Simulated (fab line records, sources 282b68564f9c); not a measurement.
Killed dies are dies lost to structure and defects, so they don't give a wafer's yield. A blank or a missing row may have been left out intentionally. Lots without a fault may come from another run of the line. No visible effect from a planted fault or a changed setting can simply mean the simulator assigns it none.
fab line records ; flow rit_cmos
record: lots: 6; wafers: 18; last_day: 7
route steps=202 shown ACTIVE@1 FOX1@20 FOX2@23 M1@202
lots that met no fault: from a run of the same line without faults
start_h: start of the lot's first displayed wafer, in hours after the record's first day ; wait_h: hours elapsed since this lot's preceding step ; " the same as in the row above ; L1.1+2: a row that stands for several wafers ; - value missing, or start not given ; * or withheld: withheld ; < > ~ a bound
route shown NAME@n: NAME is a module with steps in the file, n the number in the route of the first one ; usual: the fault-free wafers' mean and standard deviation ; same: alike in all rows ; chamber/n: place in a boat ; sites: the reading at each site ; _std_site: the standard deviation of these ; _edge_site: mean of outer sites minus mean of inner sites ; radius_mm: how far each site lies from the wafer's centre ; mask NAME#n: copy n ; behind: tool/chamber where the wafer was last shaped ; hold: the reason the lot was held/the length of the hold in hours/how it ended ; device: the n, p or np transistor that did not switch ; end of line: tests run on the same wafers once the route is complete ; where a step has no rows: the recipe by itself ; killed: at the first sort, the dies lost to defects and structure; wafer yield is something else ; map: a wafer's dies, x killed, . not, _ none there
set.NAME: the setting that was run; set.NAME@STEP: the one run at that earlier step ; model.NAME: the simulator's own value behind a step, which no gauge read
a table for each step, a row for each wafer; lots at some steps of the route
services: a tool's chamber out of use, with start hour (start_h, from the record's first day; less than 0 if before it), hours out, and reason
== steps ==
step: RIT_ACTIVE_BOW_MEAS_00
recipe: mode: bow
usual: INCOMING_BOW: 0/5.6
lot.wafer;tool;chamber;start_h;wait_h;INCOMING_BOW[um]
L577.1;film_metro-03;-;10.00;-;-1
L577.3;film_metro-03;-;10.00;-;-6
L577.4;film_metro-03;-;10.00;-;-4
L580.3;film_metro-04;-;25.04;-;3
L580.5;film_metro-04;-;25.04;-;4
L580.6;film_metro-04;-;25.04;-;-2
L585.2;film_metro-04;-;50.02;-;0
L585.3;film_metro-04;-;50.02;-;-3
L585.5;film_metro-04;-;50.02;-;3
L586.3;film_metro-03;-;55.04;-;4
L586.4;film_metro-03;-;55.04;-;-6
L586.5;film_metro-03;-;55.04;-;1
L589.1;film_metro-04;-;70.00;-;4
L589.2;film_metro-04;-;70.00;-;-6
L589.6;film_metro-04;-;70.00;-;0
L600.1;film_metro-03;-;125.00;-;-4
L600.5;film_metro-03;-;125.00;-;-14
L600.6;film_metro-03;-;125.00;-;14
step: RIT_ACTIVE_OXIDATION_01
recipe: temp_c: 1000; ambient: O2; target_thk_a: 468; ox_time_s: 3360
step: RIT_ACTIVE_THK_MEAS_02
recipe: reads: SiO2_of_ACTIVE_OXIDATION_01
usual: ACTIVE_OXIDE_THK: 46.7/0.77
lot.wafer;tool;chamber;start_h;wait_h;ACTIVE_OXIDE_THK[nm]
L577.1;film_metro-04;-;16.07;0.0;45.8
L577.3;film_metro-04;-;16.07;0.0;46.7
L577.4;film_metro-04;-;16.07;0.0;47.7
L580.3;film_metro-02;-;27.07;0.0;45.6
L580.5;film_metro-02;-;27.07;0.0;46.1
L580.6;film_metro-02;-;27.07;0.0;45.7
L585.2;film_metro-03;-;57.07;0.0;46.9
L585.3;film_metro-03;-;57.07;0.0;47.1
L585.5;film_metro-03;-;57.07;0.0;46.3
L586.3;film_metro-04;-;57.08;0.0;45.3
L586.4;film_metro-04;-;57.08;0.0;46.0
L586.5;film_metro-04;-;57.08;0.0;45.4
L589.1;film_metro-02;-;73.44;0.0;46.2
L589.2;film_metro-02;-;73.44;0.0;46.0
L589.6;film_metro-02;-;73.44;0.0;46.3
L600.1;film_metro-02;-;127.19;0.0;45.7
L600.5;film_metro-02;-;127.19;0.0;46.2
L600.6;film_metro-02;-;127.19;0.0;46.3
step: RIT_ACTIVE_CVD_03
recipe: material: Si3N4; target_thk_nm: 150; temp_c: 810; precursor: SiH2Cl2/NH3; time_s: 1500; pressure_mtorr: 300; sih2cl2_flow_sccm: 60; nh3_flow_sccm: 150
usual: susceptor_temp_C: 810.0/0.37
lot.wafer;tool;chamber;start_h;wait_h;susceptor_temp_C;model.Si3N4_of_ACTIVE_CVD_03.thk_nm
L577.1;lpcvd-01;1;16.13;0.1;809.2;151.3
L577.3;lpcvd-01;1;16.13;0.1;809.7;151.8
L577.4;lpcvd-01;1;16.13;0.1;809.7;151.7
L580.3;lpcvd-01;1;27.11;0.0;810.1;150.1
L580.5;lpcvd-01;1;27.11;0.0;809.8;149.2
L580.6;lpcvd-01;1;27.11;0.0;810.3;148.4
L585.2;lpcvd-01;1;57.12;0.0;810.2;157.1
L585.3;lpcvd-01;1;57.12;0.0;810.1;156.7
L585.5;lpcvd-01;1;57.12;0.0;810.4;155.9
L586.3;lpcvd-01;1;57.12;0.0;809.3;156.8
L586.4;lpcvd-01;1;57.12;0.0;809.5;157.1
L586.5;lpcvd-01;1;57.12;0.0;809.8;155.3
L589.1;lpcvd-02;1;73.54;0.1;810.2;147.1
L589.2;lpcvd-02;1;73.54;0.1;810.1;149
L589.6;lpcvd-02;1;73.54;0.1;811.0;147.1
L600.1;lpcvd-01;1;127.25;0.1;809.8;150.5
L600.5;lpcvd-01;1;127.25;0.1;810.0;149.9
L600.6;lpcvd-01;1;127.25;0.1;810.4;150.6
step: RIT_ACTIVE_THK_MEAS_04
recipe: reads: Si3N4_of_ACTIVE_CVD_03
usual: ACTIVE_NITRIDE_THK: 150.1/1.4
lot.wafer;tool;chamber;start_h;wait_h;ACTIVE_NITRIDE_THK[nm]
L577.1;film_metro-02;-;18.26;0.0;151.2
L577.3;film_metro-02;-;18.26;0.0;151.7
L577.4;film_metro-02;-;18.26;0.0;151.7
L580.3;film_metro-02;-;28.55;0.0;150.0
L580.5;film_metro-02;-;28.55;0.0;149.1
L580.6;film_metro-02;-;28.55;0.0;148.3
L585.2;film_metro-04;-;58.55;0.0;157.1
L585.3;film_metro-04;-;58.55;0.0;156.6
L585.5;film_metro-04;-;58.55;0.0;155.9
L586.3;film_metro-02;-;58.56;0.0;156.8
L586.4;film_metro-02;-;58.56;0.0;157.2
L586.5;film_metro-02;-;58.56;0.0;155.4
L589.1;film_metro-03;-;74.95;0.0;147.0
L589.2;film_metro-03;-;74.95;0.0;149.0
L589.6;film_metro-03;-;74.95;0.0;147.1
L600.1;film_metro-02;-;128.67;0.0;150.4
L600.5;film_metro-02;-;128.67;0.0;150.0
L600.6;film_metro-02;-;128.67;0.0;150.5
step: RIT_ACTIVE_HMDS_05
recipe: prime_time_s: 61.04; prime_temp_c: 140
step: RIT_ACTIVE_COAT_06
recipe: resist: NOVOLAK; spin_rpm: 3250; resist_thk_nm: 1000
step: RIT_ACTIVE_SOFTBAKE_07
recipe: resist: NOVOLAK; temp_c: 90; time_s: 60
step: RIT_ACTIVE_EXPOSE_08
recipe: mask_id: M1; na: 0.6; source_shape: conventional; sigma_outer: 0.6; target_cd_nm: 1400; dose_mj: 225
step: RIT_ACTIVE_PEB_09
recipe: resist: NOVOLAK; temp_c: withheld; time_s: withheld
step: RIT_ACTIVE_DEVELOP_10
recipe: resist: NOVOLAK; develop_time_s: 50; dev_temp_c: 23
step: RIT_ACTIVE_CD_MEAS_11
recipe: target_cd_nm: 1400
usual: cd_nm: 1400.2/2.2
lot.wafer;tool;chamber;start_h;wait_h;cd_nm
L577.1;cd_sem-02;-;19.53;-;1398.2
L577.3;cd_sem-02;-;19.53;-;1397.2
L577.4;cd_sem-02;-;19.53;-;1398.5
L580.3;cd_sem-02;-;29.48;-;1401.2
L580.5;cd_sem-02;-;29.48;-;1398.9
L580.6;cd_sem-02;-;29.48;-;1399.3
L585.2;cd_sem-01;-;59.59;-;1398.8
L585.3;cd_sem-01;-;59.59;-;1398.7
L585.5;cd_sem-01;-;59.59;-;1397.8
L586.3;cd_sem-02;-;59.73;-;1403.8
L586.4;cd_sem-02;-;59.73;-;1404.3
L586.5;cd_sem-02;-;59.73;-;1403.8
L589.1;cd_sem-01;-;76.03;-;1397.0
L589.2;cd_sem-01;-;76.03;-;1397.2
L589.6;cd_sem-01;-;76.03;-;1396.2
L600.1;cd_sem-02;-;129.58;-;1401.0
L600.5;cd_sem-02;-;129.58;-;1401.3
L600.6;cd_sem-02;-;129.58;-;1400.7
step: RIT_ACTIVE_HARDBAKE_12
recipe: resist: NOVOLAK; temp_c: 140; time_s: 60
step: RIT_ACTIVE_ETCH_13
recipe: stop_on: SiO2; chemistry: SF6; target: Si3N4; time_s: 210; over_etch_frac: 0.4; SF6_flow_sccm: 200; pressure_mtorr: 260; rf_w: 122.5; target_depth_a: 2100
usual: drypump_motor_current_A: 5.71/0.23; oes_product_au: 0.827/0.019; throttle_valve_pct: 7.49/0.11
lot.wafer;tool;chamber;start_h;wait_h;drypump_motor_current_A;oes_product_au;rf_hours_counter_h;throttle_valve_pct;model.ACTIVE.feature_depth_nm;model.etch.depth_nm
L577.1;rie_diel-01;2;20.05;0.1;5.44;0.819;121;7.44;151.3;151.3
L577.3;rie_diel-01;0;20.05;0.1;5.16;0.820;166;7.49;151.8;151.8
L577.4;rie_diel-01;3;20.05;0.1;5.41;0.847;5;7.63;151.7;151.7
L580.3;rie_diel-02;2;29.71;0.1;6.00;0.843;81;7.44;150.1;150.1
L580.5;rie_diel-02;1;29.71;0.1;5.76;0.843;-;7.53;149.2;149.2
L580.6;rie_diel-02;0;29.71;0.1;5.61;0.820;-;7.31;148.4;148.4
L585.2;rie_diel-02;2;59.84;0.1;6.06;0.861;82;7.42;157.1;157.1
L585.3;rie_diel-02;1;59.84;0.1;5.74;0.869;58;7.53;156.7;156.7
L585.5;rie_diel-02;1;59.84;0.1;5.73;0.864;-;7.52;155.9;155.9
L586.3;rie_diel-01;0;59.96;0.1;5.16;0.838;167;7.51;156.8;156.8
L586.4;rie_diel-01;0;59.96;0.1;5.17;0.836;-;7.51;157.1;157.1
L586.5;rie_diel-01;2;59.96;0.1;5.44;0.852;-;7.42;155.3;155.3
L589.1;rie_diel-02;0;76.30;0.1;5.63;0.805;8;7.29;147.1;147.1
L589.2;rie_diel-02;2;76.30;0.1;6.07;0.841;82;7.44;149;149
L589.6;rie_diel-02;0;76.30;0.1;5.61;0.809;-;7.30;147.1;147.1
L600.1;rie_diel-02;0;129.85;0.1;5.65;0.817;9;7.30;150.5;150.5
L600.5;rie_diel-02;3;129.85;0.1;5.63;0.807;-;7.59;149.9;149.9
L600.6;rie_diel-02;0;129.85;0.1;5.65;0.815;-;7.30;150.6;150.6
step: RIT_ACTIVE_STRIP_14
recipe: chemistry: O2; time_s: 180; resist: NOVOLAK; platen_temp_c: withheld; power_w: 500; pressure_mtorr: 4000; o2_flow_sccm: 4000
usual: drypump_motor_current_A: 6.1/0.43
lot.wafer;tool;chamber;start_h;wait_h;drypump_motor_current_A;rf_hours_counter_h
L577.1;plasma_asher-03;0;20.18;0.1;6.1;36
L577.3;plasma_asher-03;1;20.18;0.1;6.3;-
L577.4;plasma_asher-03;0;20.18;0.1;6.1;-
L580.3;plasma_asher-01;0;29.90;0.1;6.2;-
L580.5;plasma_asher-01;1;29.90;0.1;5.2;-
L580.6;plasma_asher-01;0;29.90;0.1;6.2;-
L585.2;plasma_asher-03;0;59.97;0.1;6.1;42
L585.3;plasma_asher-03;1;59.97;0.1;6.3;-
L585.5;plasma_asher-03;0;59.97;0.1;6.1;-
L586.3;plasma_asher-02;0;60.15;0.1;6.4;-
L586.4;plasma_asher-02;1;60.15;0.1;6.5;-
L586.5;plasma_asher-02;1;60.15;0.1;6.5;-
L589.1;plasma_asher-03;0;76.44;0.1;6.1;44
L589.2;plasma_asher-03;1;76.44;0.1;6.3;44
L589.6;plasma_asher-03;1;76.44;0.1;6.3;-
L600.1;plasma_asher-02;1;129.98;0.1;6.5;1
L600.5;plasma_asher-02;0;129.98;0.1;6.4;-
L600.6;plasma_asher-02;1;129.98;0.1;6.5;-
step: RIT_ACTIVE_CD_MEAS_90
recipe: target_cd_nm: 1400
usual: cd_nm: 1400.3/2.1
lot.wafer;tool;chamber;start_h;wait_h;cd_nm
L577.1;cd_sem-01;-;20.35;0.1;1398.0
L577.3;cd_sem-01;-;20.35;0.1;1397.3
L577.4;cd_sem-01;-;20.35;0.1;1398.3
L580.3;cd_sem-02;-;30.06;0.1;1401.5
L580.5;cd_sem-02;-;30.06;0.1;1399.1
L580.6;cd_sem-02;-;30.06;0.1;1399.1
L585.2;cd_sem-02;-;60.17;0.1;1399.1
L585.3;cd_sem-02;-;60.17;0.1;1398.5
L585.5;cd_sem-02;-;60.17;0.1;1398.3
L586.3;cd_sem-01;-;60.31;0.1;1403.7
L586.4;cd_sem-01;-;60.31;0.1;1404.5
L586.5;cd_sem-01;-;60.31;0.1;1404.1
L589.1;cd_sem-01;-;76.61;0.1;1397.6
L589.2;cd_sem-01;-;76.61;0.1;1397.3
L589.6;cd_sem-01;-;76.61;0.1;1396.7
L600.1;cd_sem-01;-;130.15;0.1;1401.2
L600.5;cd_sem-01;-;130.15;0.1;1401.1
L600.6;cd_sem-01;-;130.15;0.1;1400.5
step: RIT_ACTIVE_CLEAN_15
recipe: chemistry: SC1; mix: 3:3:50; time_s: 600; temp_c: 75
step: RIT_ACTIVE_CLEAN_16
recipe: chemistry: dHF; dilution: 50:1; time_s: 30
step: RIT_ACTIVE_CLEAN_17
recipe: chemistry: SC2; mix: 3:3:50; time_s: 600; temp_c: 75; dry: n2_spin
step: RIT_FOX1_OXIDATION_00
recipe: temp_c: 1100; ambient: H2O; target_thk_a: 3507; p_h2o_torr: 720; ox_time_s: 1130
step: RIT_FOX1_THK_MEAS_01
recipe: reads: SiO2_of_FOX1_OXIDATION_00
usual: FOX1_OXIDE_THK: 348/6.5
lot.wafer;tool;chamber;start_h;wait_h;FOX1_OXIDE_THK[nm]
L577.1;film_metro-02;-;23.06;0.0;348
L577.3;film_metro-02;-;23.06;0.0;352
L577.4;film_metro-02;-;23.06;0.0;352
L580.3;film_metro-01;-;35.01;0.0;342
L580.5;film_metro-01;-;35.01;0.0;339
L580.6;film_metro-01;-;35.01;0.0;343
L585.2;film_metro-01;-;65.05;0.0;354
L585.3;film_metro-01;-;65.05;0.0;352
L585.5;film_metro-01;-;65.05;0.0;353
L586.3;film_metro-04;-;65.06;0.0;349
L586.4;film_metro-04;-;65.06;0.0;352
L586.5;film_metro-04;-;65.06;0.0;354
L589.1;film_metro-01;-;79.57;0.0;345
L589.2;film_metro-01;-;79.57;0.0;350
L589.6;film_metro-01;-;79.57;0.0;345
L600.1;film_metro-02;-;133.26;0.0;339
L600.5;film_metro-02;-;133.26;0.0;339
L600.6;film_metro-02;-;133.26;0.0;339
step: RIT_FOX1_WET_ETCH_02
recipe: chemistry: BOE; target_depth_nm: 350; time_s: 390; temp_c: 21.5; dry: n2_spin; dilution: 10:1; target: SiO2
step: RIT_FOX2_OXIDATION_00
recipe: temp_c: 1100; ambient: H2O; target_thk_a: 3507; p_h2o_torr: 720; ox_time_s: 1130
step: RIT_FOX2_THK_MEAS_01
recipe: reads: SiO2_of_FOX2_OXIDATION_00
usual: FOX2_OXIDE_THK: 348/6.6
lot.wafer;tool;chamber;start_h;wait_h;FOX2_OXIDE_THK[nm]
L577.1;film_metro-01;-;24.62;0.0;347
L577.3;film_metro-01;-;24.62;0.0;347
L577.4;film_metro-01;-;24.62;0.0;348
L580.3;film_metro-01;-;38.66;0.0;343
L580.5;film_metro-01;-;38.66;0.0;346
L580.6;film_metro-01;-;38.66;0.0;343
L585.2;film_metro-01;-;66.54;0.0;338
L585.3;film_metro-01;-;66.54;0.0;333
L585.5;film_metro-01;-;66.54;0.0;338
L586.3;film_metro-02;-;66.55;0.0;339
L586.4;film_metro-02;-;66.55;0.0;335
L586.5;film_metro-02;-;66.55;0.0;345
L589.1;film_metro-02;-;81.14;0.0;347
L589.2;film_metro-02;-;81.14;0.0;343
L589.6;film_metro-02;-;81.14;0.0;349
L600.1;film_metro-03;-;134.82;0.0;348
L600.5;film_metro-03;-;134.82;0.0;350
L600.6;film_metro-03;-;134.82;0.0;350
step: RIT_FOX2_CLEAN_02
recipe: chemistry: dHF; dilution: 50:1; time_s: 180
lot.wafer;tool;chamber;start_h;wait_h;model.Si3N4_of_ACTIVE_CVD_03.thk_nm
L577.1;wet_bench-01;2;24.68;0.1;132
L577.3;wet_bench-01;2;24.68;0.1;132.5
L577.4;wet_bench-01;2;24.68;0.1;132.4
L580.3;wet_bench-04;3;38.70;0.0;130.7
L580.5;wet_bench-04;3;38.70;0.0;129.9
L580.6;wet_bench-04;3;38.70;0.0;129.1
L585.2;wet_bench-04;0;66.59;0.0;137.9
L585.3;wet_bench-04;0;66.59;0.0;137.5
L585.5;wet_bench-04;0;66.59;0.0;136.6
L586.3;wet_bench-04;3;66.59;0.0;137.7
L586.4;wet_bench-04;3;66.59;0.0;137.9
L586.5;wet_bench-04;3;66.59;0.0;136.1
L589.1;wet_bench-02;2;81.20;0.1;127.8
L589.2;wet_bench-02;2;81.20;0.1;129.7
L589.6;wet_bench-02;2;81.20;0.1;127.9
L600.1+6;wet_bench-02;0;134.88;0.1;131.2
L600.5;wet_bench-02;0;134.88;0.1;130.6
step: RIT_FOX2_WET_ETCH_03
recipe: chemistry: H3PO4; target: Si3N4; target_depth_nm: 195; temp_c: 165; time_s: 2659
step: RIT_M1_PROBE_99
usual: killed_at_contacts: 0.1/0.24; killed_at_front_end: 7/3.2; killed_dies: 7/3.2; killed_open: 3.4/2; killed_short: 3.5/2.2
same: gross_dies: 264; killed_at_M0_to_M3: 0; killed_at_M4_up: 0; killed_at_back_side: 0; killed_at_other: 0
lot.wafer;tool;chamber;start_h;wait_h;killed_at_contacts;killed_at_front_end;killed_dies;killed_open;killed_short
L577.1;prober-01;-;68.19;0.1;0;5;5;3;2
L577.3;prober-01;-;68.29;0.2;0;4;4;4;0
L577.4;prober-01;-;68.34;0.2;0;4;4;0;4
L580.3;prober-01;-;84.55;0.2;1;9;10;4;6
L580.5;prober-01;-;84.65;0.2;0;9;9;4;5
L580.6;prober-01;-;84.70;0.2;0;12;12;5;7
L585.2;prober-02;-;107.44;0.1;0;5;5;2;3
L585.3;prober-02;-;107.49;0.2;0;5;5;2;3
L585.5;prober-02;-;107.59;0.2;1;10;11;6;5
L589.1;prober-02;-;123.39;0.1;0;0;0;0;0
L589.2;prober-02;-;123.44;0.1;0;4;4;2;2
L589.6;prober-02;-;123.64;0.2;0;8;8;7;1
L600.1;prober-01;-;179.50;0.1;0;5;5;1;4
L600.5;prober-01;-;179.70;0.2;0;6;6;6;0
L600.6;prober-01;-;179.75;0.2;0;2;2;1;1
killed by level:class
L577.1 REOX:geometric_particle:open=2 GATE:geometric_particle:open=1 REOX:geometric_particle:short=1 SPACER:geometric_particle:short=1
L577.3 SPACER:geometric_particle:open=2 FOX2:geometric_particle:open=1 GATE:geometric_particle:open=1
L577.4 GATE:geometric_particle:short=2 REOX:geometric_particle:short=2
L580.3 GATE:geometric_particle:short=2 REOX:geometric_particle:short=2 FOX1:geometric_particle:open=1 FOX2:geometric_particle:open=1 SPACER:geometric_particle:short=1 SPACER:geometric_particle:open=1 SILICIDE:geometric_particle:open=1 CONTACT:geometric_particle:short=1
L580.5 GATE:geometric_particle:short=4 GATE:geometric_particle:open=2 REOX:geometric_particle:open=1 SILICIDE:geometric_particle:short=1 SILICIDE:geometric_particle:open=1
L580.6 SPACER:geometric_particle:open=3 SPACER:geometric_particle:short=3 GATE:geometric_particle:short=2 REOX:geometric_particle:short=2 FOX1:geometric_particle:open=1 SILICIDE:geometric_particle:open=1
L585.2 GATE:geometric_particle:short=2 GATE:geometric_particle:open=2 SPACER:geometric_particle:short=1
L585.3 FOX2:geometric_particle:short=1 FOX2:geometric_particle:open=1 GATE:geometric_particle:open=1 GATE:geometric_particle:short=1 REOX:geometric_particle:short=1
L585.5 GATE:geometric_particle:open=3 GATE:geometric_particle:short=2 SPACER:geometric_particle:open=2 FOX1:geometric_particle:open=1 REOX:geometric_particle:short=1 SPACER:geometric_particle:short=1 CONTACT:geometric_particle:short=1
L589.2 FOX2:geometric_particle:open=2 GATE:geometric_particle:short=1 SILICIDE:geometric_particle:short=1
L589.6 SILICIDE:geometric_particle:open=3 REOX:geometric_particle:open=2 GATE:geometric_particle:open=1 SPACER:geometric_particle:short=1 SPACER:geometric_particle:open=1
L600.1 FOX1:geometric_particle:open=1 FOX2:geometric_particle:short=1 GATE:geometric_particle:short=1 SPACER:geometric_particle:short=1 SILICIDE:geometric_particle:short=1
L600.5 SPACER:geometric_particle:open=2 FOX1:geometric_particle:open=1 FOX2:geometric_particle:open=1 GATE:geometric_particle:open=1 REOX:geometric_particle:open=1
L600.6 GATE:geometric_particle:open=1 GATE:geometric_particle:short=1
== services ==
tool;chamber;start_h;hours;kind
rie_diel-02;1;-2.87;5.4;repair
lpcvd-02;-;10.56;1.3;repair
rie_diel-01;1;21.77;9.8;repair
rie_diel-01;1;57.88;3.0;repair
lpcvd-01;-;66.28;0.8;repair
rie_diel-01;-;73.33;0.3;repair
rie_diel-01;0;73.67;9.9;repair
rie_diel-02;3;74.08;-;clean
rie_diel-02;3;74.08;22.9;scheduled_down
rie_diel-02;3;74.08;22.9;vent_cycle
lpcvd-01;-;76.28;0.8;repair
rie_diel-01;0;93.09;1.9;repair
rie_diel-01;0;94.99;-;clean
rie_diel-01;0;94.99;19.9;scheduled_down
rie_diel-01;0;94.99;19.9;vent_cycle
rie_diel-02;0;97.91;5.5;repair
rie_diel-02;-;104.93;0.2;repair
plasma_asher-02;-;108.75;9.0;pm
plasma_asher-02;0;108.75;9.0;vent_cycle
plasma_asher-02;1;108.75;9.0;vent_cycle
rie_diel-01;-;110.66;0.4;repair
wet_bench-01;-;111.15;4.4;pm
plasma_asher-01;-;114.96;0.6;repair
plasma_asher-03;-;121.60;2.2;repair
== key ==
first_sign: step: RIT_ACTIVE_THK_MEAS_04; reading: ACTIVE_NITRIDE_THK; direction: up; sigmas: 4.6; usual: 150.1; struck: 156.5
effect none on later readings
model_effect: step: RIT_ACTIVE_CVD_03; value: Si3N4_of_ACTIVE_CVD_03.thk_nm; without: 151.5; struck: 156.5
model_effect: step: RIT_ACTIVE_ETCH_13; value: ACTIVE.feature_depth_nm; without: 151.5; struck: 156.5
model_effect: step: RIT_FOX2_CLEAN_02; value: Si3N4_of_ACTIVE_CVD_03.thk_nm; without: 132.3; struck: 137.3
met_at RIT_ACTIVE_CVD_03
struck_wafers L585.2,L585.3,L585.5,L586.3,L586.4,L586.5
tester_left_out L585,L586
onset_between 27.11 57.12
fault: kind: process_parameter_drift; tool: lpcvd-01; chamber: 1; onset_h: 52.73; steps: RIT_ACTIVE_CVD_03; channel: time_s; offset: *; shape: step; end_h: 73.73; acts_in: *; stated: *
tester_left_out: of these lots the tester's yield and bins aren't shown, on N5 and GAA mostly nor the transistor test; their killed dies are dies lost to structure and defects alone, not to doping, threshold or leakage, so they don't give the yield
